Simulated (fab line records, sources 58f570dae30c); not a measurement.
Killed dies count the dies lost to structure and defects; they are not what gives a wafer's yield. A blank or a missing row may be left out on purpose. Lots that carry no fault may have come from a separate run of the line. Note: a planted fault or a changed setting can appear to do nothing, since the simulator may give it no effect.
Problem report, 8D (eight disciplines) form, completed by code -- flow berkeleyCmos170 -- the parts of the form that need people (team, actions taken, sign-off) are left out

== 1. THE PROBLEM ==
Wafers free of any fault read 503 (standard deviation 3.4) for PVT_TW at UCB170_PVT_TW_MEAS_09, against a mean of 467 on 6 wafers of 2 lots. That is -10 standard deviations from the usual mean.
First observed at day 7 11:47: wafer L571.3, on filmMetro-04. The record holds 42 wafers of 14 lots with a number at this step. The rule behind "out" and "out of limits": a value lying over 4 standard deviations away from the usual mean. The rest of the wafers with a number are treated as sound.

== 2. WHAT THIS IS AND IS NOT ==
question,is,is not
which readings at this step,PVT_TW,-
which lots,"L570, L571","L565, L566, L567, L568, L578, L579, L582, L583, L584, L585, L587, L588"
which wafers of those lots,all that have a number,-
read on which gauges,"filmMetro-01, filmMetro-04",filmMetro-03
when,from day 7 11:47,"up to then (12 sound wafers); but 24 sound wafers of L578, L579, L582, L583, L584, L585, L587, L588 came after"

== 3. WHAT RULES OUT EACH SUSPECT ==
Counting: a tool stays on the suspect list if, at a process step up to the reading, it processed all lots that are out and no sound lot following the first of them.
- the gauge at UCB170_PVT_TW_MEAS_09 has been ruled out. Those wafers that are out were read across 2 gauges (filmMetro-01, filmMetro-04).
- implanter-01 at UCB170_PVT_IMPLANT_07: ruled out as a lasting fault. Sound lots L584 ran on it after its first lot that is out, L571 (day 7 11:34).
Left after counting: nothing in the record.

== 4. THE CAUSE (what the simulator had put in) ==
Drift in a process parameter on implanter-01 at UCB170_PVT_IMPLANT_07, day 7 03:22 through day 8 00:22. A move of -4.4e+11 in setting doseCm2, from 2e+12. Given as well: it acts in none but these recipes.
The count ruled it out by mistake, since the rule takes a fault to strike every lot its tool runs from the start of the fault on, and this one did not do so.

== 5. THE EFFECT CHAIN, in route order ==
Rows list readings where the struck wafers' mean (over those with a number) sits beyond 3 standard deviations from the usual. Only readings whose record carries a usual standard deviation are examined. hours: median over the lots of the time between each lot's start at the first step of this table that gives one and its start at this step. sigmas: the change, counted in usual standard deviations.
hours,step,reading,usual,on struck wafers,change,sigmas
0,UCB170_PVT_IMPLANT_07,doseIonsCm2,1.9996e+12,1.5606e+12,-4.3897e+11,-99 or more
0,UCB170_PVT_IMPLANT_07,faradayCurrentUA,6.34,4.90,-1.44,-11
0,UCB170_PVT_TW_MEAS_09,PVT_TW,503,467,-36,-10
Process steps it contains:
- UCB170_PVT_IMPLANT_07

== 6. WHAT WOULD HAVE CAUGHT IT SOONER ==
In this record the first reading out of limits at a measuring or inspecting step was taken at day 7 11:47, 8 hours after the fault began at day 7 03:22.
Tool's own readings at UCB170_PVT_IMPLANT_07, doseIonsCm2, faradayCurrentUA: out on all struck wafers the step has rows for; an alarm limit on them would have tripped on the first.
